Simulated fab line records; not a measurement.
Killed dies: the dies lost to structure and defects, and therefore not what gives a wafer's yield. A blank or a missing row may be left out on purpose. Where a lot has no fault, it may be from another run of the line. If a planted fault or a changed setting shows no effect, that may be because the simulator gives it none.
Which tool was responsible? + flow ritCmos + 14 lots, 42 wafers sampled, at 4 steps of a route of 202

## WHAT THE GAUGES READ, wafer by wafer
RIT_SDANNEAL_RS_MEAS_06: uses a four-point probe to measure. Usual: PLDD_RS typically reads 178.6 ohm/sq, with standard deviation 0.56.
| lot  | measured    | on           | PLDD_RS (ohm/sq)  | flag |
|------|-------------|--------------|-------------------|------|
| L152 | day 3 06:16 | filmMetro-01 | 178.9 178.8 178.7 |      |
| L153 | day 3 12:09 | filmMetro-04 | 177.6 178.0 177.9 |      |
| L154 | day 3 17:31 | filmMetro-01 | 177.9 177.8 178.1 |      |
| L155 | day 4 02:14 | filmMetro-04 | 178.8 178.6 178.9 |      |
| L156 | day 4 03:20 | filmMetro-04 | 178.9 179.3 178.3 |      |
| L159 | day 4 19:14 | filmMetro-04 | 179.6 179.2 179.0 |      |
| L160 | day 4 23:23 | filmMetro-01 | 178.7 178.3 178.6 |      |
| L161 | day 5 03:20 | filmMetro-04 | 179.1 178.9 179.2 |      |
| L163 | day 5 12:34 | filmMetro-04 | 179.1 178.8 178.8 |      |
| L164 | day 5 20:55 | filmMetro-04 | 178.9 179.4 178.4 |      |
| L165 | day 5 23:20 | filmMetro-01 | 179.2 179.1 179.1 |      |
| L168 | day 6 18:07 | filmMetro-02 | 178.1 177.9 178.2 |      |
| L169 | day 6 23:59 | filmMetro-04 | 178.6 178.8 178.7 |      |
| L173 | day 7 18:43 | filmMetro-01 | 177.1 177.4 177.8 |      |

RIT_M1_THK_MEAS_02: measures by xrf. Usual: M1_AL_THK typically reads 398 nm, with standard deviation 4.8.
| lot  | measured    | on           | M1_AL_THK (nm) | flag |
|------|-------------|--------------|----------------|------|
| L152 | day 3 09:46 | filmMetro-01 | 398 397 400    |      |
| L153 | day 3 15:35 | filmMetro-04 | 393 389 393    |      |
| L154 | day 3 21:04 | filmMetro-04 | 399 400 403    |      |
| L155 | day 4 05:38 | filmMetro-04 | 402 401 401    |      |
| L156 | day 4 06:55 | filmMetro-02 | 395 400 405    |      |
| L159 | day 4 22:49 | filmMetro-01 | 402 396 401    |      |
| L160 | day 5 02:58 | filmMetro-02 | 400 402 407    |      |
| L161 | day 5 06:45 | filmMetro-02 | 395 397 401    |      |
| L163 | day 5 16:11 | filmMetro-01 | 399 397 395    |      |
| L164 | day 6 00:26 | filmMetro-04 | 397 395 395    |      |
| L165 | day 6 02:58 | filmMetro-02 | 402 406 399    |      |
| L168 | day 6 21:31 | filmMetro-01 | 396 392 395    |      |
| L169 | day 7 03:23 | filmMetro-01 | 397 390 391    |      |
| L173 | day 7 22:31 | filmMetro-02 | 400 397 399    |      |

RIT_M1_OVL_MEAS_10. Usual: M1_OVL typically reads -1.3 nm, with standard deviation 1.7.
| lot  | measured    | on         | M1_OVL (nm)    | flag |
|------|-------------|------------|----------------|------|
| L152 | day 3 10:49 | overlay-02 | 0.2 2.4 0.6    |      |
| L153 | day 3 16:43 | overlay-02 | -1.2 -1.7 -1.7 |      |
| L154 | day 3 22:07 | overlay-02 | 1.3 2.4 -0.6   |      |
| L155 | day 4 06:51 | overlay-02 | -1.0 -1.9 -1.4 |      |
| L156 | day 4 08:04 | overlay-01 | -0.6 -1.7 0.5  |      |
| L159 | day 4 23:59 | overlay-02 | -4.9 -2.5 -3.2 |      |
| L160 | day 5 04:16 | overlay-01 | -0.1 0.6 -2.4  |      |
| L161 | day 5 07:48 | overlay-02 | -0.3 -3.4 -3.0 |      |
| L163 | day 5 17:14 | overlay-01 | -0.1 0.5 -2.9  |      |
| L164 | day 6 01:38 | overlay-01 | 1.3 -2.8 1.7   |      |
| L165 | day 6 04:01 | overlay-01 | -0.5 -0.8 -1.5 |      |
| L168 | day 6 22:53 | overlay-01 | -0.9 -1.5 1.3  |      |
| L169 | day 7 04:27 | overlay-01 | -4.0 -2.7 -2.0 |      |
| L173 | day 7 23:43 | overlay-01 | -1.3 -1.3 -6.5 |      |

## EACH LOT AND THE TOOL THAT RAN IT (in order: tool; ch and the chambers of the sampled wafers; start)
| lot  | RIT_CONTACT_CVD_00             |
|------|--------------------------------|
| L152 | pecvd-02 ch 0,1, day 3 06:59   |
| L153 | pecvd-04 ch 0,2, day 3 12:53   |
| L154 | pecvd-01 ch 0,2, day 3 18:17   |
| L155 | pecvd-02 ch 0,1,2, day 4 02:58 |
| L156 | pecvd-04 ch 1,2, day 4 04:09   |
| L159 | pecvd-04 ch 1,2, day 4 20:00   |
| L160 | pecvd-01 ch 0,1,2, day 5 00:08 |
| L161 | pecvd-02 ch 1,2, day 5 04:04   |
| L163 | pecvd-01 ch 0,2, day 5 13:20   |
| L164 | pecvd-02 ch 1,2, day 5 21:41   |
| L165 | pecvd-04 ch 0,2, day 6 00:05   |
| L168 | pecvd-04 ch 0,1,2, day 6 18:53 |
| L169 | pecvd-01 ch 0,2, day 7 00:45   |
| L173 | pecvd-02 ch 0,1,2, day 7 19:27 |
- RIT_CONTACT_CVD_00: deposits SiO2 from TEOS, target thk 400 nm, time 62.35 s.

## AS READ BY THE TOOLS THEMSELVES (means over the sampled wafers that have a number; for cases with no such wafer, the mark the record gives instead)
RIT_CONTACT_CVD_00. Usual: heaterPowerW at 318 W, with a standard deviation of 53.
| lot  | tool     | heaterPowerW (W) | flag |
|------|----------|------------------|------|
| L152 | pecvd-02 | 390              |      |
| L153 | pecvd-04 | 312              |      |
| L154 | pecvd-01 | 323              |      |
| L155 | pecvd-02 | 293              |      |
| L156 | pecvd-04 | 342              |      |
| L159 | pecvd-04 | 326              |      |
| L160 | pecvd-01 | 305              |      |
| L161 | pecvd-02 | 325              |      |
| L163 | pecvd-01 | 336              |      |
| L164 | pecvd-02 | 388              |      |
| L165 | pecvd-04 | 354              |      |
| L168 | pecvd-04 | 294              |      |
| L169 | pecvd-01 | 343              |      |
| L173 | pecvd-02 | 318              |      |

## THE ANSWER, worked out from the rows above alone
Rule: a lot is off if the mean of its wafers that have a number lies more than 3 standard deviations from the usual mean. A lot without any number at a reading at which 4 lots or more have one is off too. Any other lot the step has rows for is counted as sound. First the gauges in route order, then the tools' own readings, where a lot's mean is used as printed above. At the first step where some lot is off, the reading lying furthest off is the one used; lots without a number count as furthest.
Nothing can be told from this: no lot is off at any reading shown.

## WHAT WAS PUT IN BY THE SIMULATOR
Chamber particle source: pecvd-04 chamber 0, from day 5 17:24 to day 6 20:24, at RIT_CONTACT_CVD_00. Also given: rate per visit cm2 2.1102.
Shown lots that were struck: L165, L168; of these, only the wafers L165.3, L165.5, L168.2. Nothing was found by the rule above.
